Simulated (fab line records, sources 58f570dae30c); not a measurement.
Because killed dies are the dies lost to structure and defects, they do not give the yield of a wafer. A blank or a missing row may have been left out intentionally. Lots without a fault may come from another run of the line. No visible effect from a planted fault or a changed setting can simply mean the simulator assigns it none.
Check for tools in common ; flow berkeleyCmos170 ; 13 lots and 39 wafers in the sample

## REASON FOR OPENING
UCB170_NWELL_THK_MEAS_05, reading NWELL_NITRIDE_THK: flagged on 1 of 13 lots. Fault-free wafers read 224.3 nm, with a standard deviation of 2.
Rule: a lot gets a flag if all its wafers with a number sit over 4 standard deviations from that mean, or if no wafer of it has a number. The other lots count as sound.

lot;measured;on;NWELL_NITRIDE_THK (nm), wafer by wafer;flag
L721;day 2 05:46;filmMetro-01;228.4 229.3 228.9;
L722;day 2 15:53;filmMetro-04;223.7 224.3 227.6;
L723;day 2 21:20;filmMetro-04;223.9 225.2 223.8;
L724;day 2 21:21;filmMetro-02;223.0 224.8 225.4;
L725;day 3 05:47;filmMetro-02;225.1 224.3 225.1;
L726;day 3 05:47;filmMetro-04;225.1 226.1 224.6;
L727;day 3 08:26;filmMetro-02;227.1 227.0 224.5;
L728;day 3 15:26;filmMetro-01;225.7 225.5 224.4;
L730;day 3 22:49;filmMetro-02;225.6 225.7 225.1;
L733;day 4 11:37;filmMetro-01;191.6 189.3 189.9;FLAGGED
L737;day 5 11:01;filmMetro-01;224.7 221.6 223.0;
L738;day 5 15:05;filmMetro-04;220.6 220.7 221.1;
L741;day 6 08:16;filmMetro-01;222.2 221.2 222.9;
Average over the flagged lots: 190.3 nm; offset from the usual -34.0 nm, equal to -17 standard deviations.

## WHICH TOOL RAN EACH LOT
The record keeps 1 process step preceding the reading, out of 331 steps on the route. Every cell lists first the tool, next ch and the chambers used by the sampled wafers, and last the start.
lot;flag;UCB170_NWELL_CVD_04
L721;;lpcvd-01 ch 1, day 2 03:50
L722;;lpcvd-02 ch 0, day 2 12:58
L723;;lpcvd-01 ch 1, day 2 19:24
L724;;lpcvd-01 ch 1, day 2 19:24
L725;;lpcvd-01 ch 0, day 3 02:53
L726;;lpcvd-01 ch 1, day 3 02:53
L727;;lpcvd-02 ch 1, day 3 06:28
L728;;lpcvd-02 ch 0, day 3 13:30
L730;;lpcvd-02 ch 1, day 3 20:51
L733;FLAGGED;lpcvd-02 ch 0, day 4 09:40
L737;;lpcvd-01 ch 0, day 5 09:05
L738;;lpcvd-01 ch 1, day 5 13:08
L741;;lpcvd-01 ch 0, day 6 06:18
What the steps here do:
- UCB170_NWELL_CVD_04: deposits Si3N4 from SiH2Cl2/NH3, target thk 224 nm, time 3360 s.
- UCB170_NWELL_THK_MEAS_05

## FLAGGED OVER TOTAL, TOOL BY TOOL (the gauges that took the reading come last)
step;tool;lots run;flagged;share of the flagged lots;sound lots run after its first flagged lot
UCB170_NWELL_CVD_04;lpcvd-01;8;0;none;-
UCB170_NWELL_CVD_04;lpcvd-02;5;1;all;0
UCB170_NWELL_THK_MEAS_05;filmMetro-01;5;1;all;2 (L737,L741)
UCB170_NWELL_THK_MEAS_05;filmMetro-02;4;0;none;-
UCB170_NWELL_THK_MEAS_05;filmMetro-04;4;0;none;-

## WHAT IS ALLOWED BY THE TABLE
Every flagged lot went through 2 rows of the table: lpcvd-02 at UCB170_NWELL_CVD_04 and filmMetro-01 at UCB170_NWELL_THK_MEAS_05.
- lpcvd-02 at UCB170_NWELL_CVD_04: 1 of its 5 lots flagged. Its last sound lot is L730 (day 3 20:51), its first flagged lot L733 (day 4 09:40): a fault that began between those two fits. Its own readings (nh3FlowSccm) fall more than 4 standard deviations out on all wafers of the flagged lots.
- filmMetro-01 at UCB170_NWELL_THK_MEAS_05: 1 of its 5 lots flagged. Lots that were sound ran on it after the first flagged one (L737, L741); a persistent fault on the entire tool would not allow that.
What remains is a single tool, lpcvd-02 at UCB170_NWELL_CVD_04.

## WHAT THE SIMULATOR HAD INSERTED
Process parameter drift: lpcvd-02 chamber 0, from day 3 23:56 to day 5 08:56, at UCB170_NWELL_CVD_04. From 75, the setting nh3FlowSccm moved by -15. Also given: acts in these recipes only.
Shown lots that were struck: L733. Same finding as the rule above.
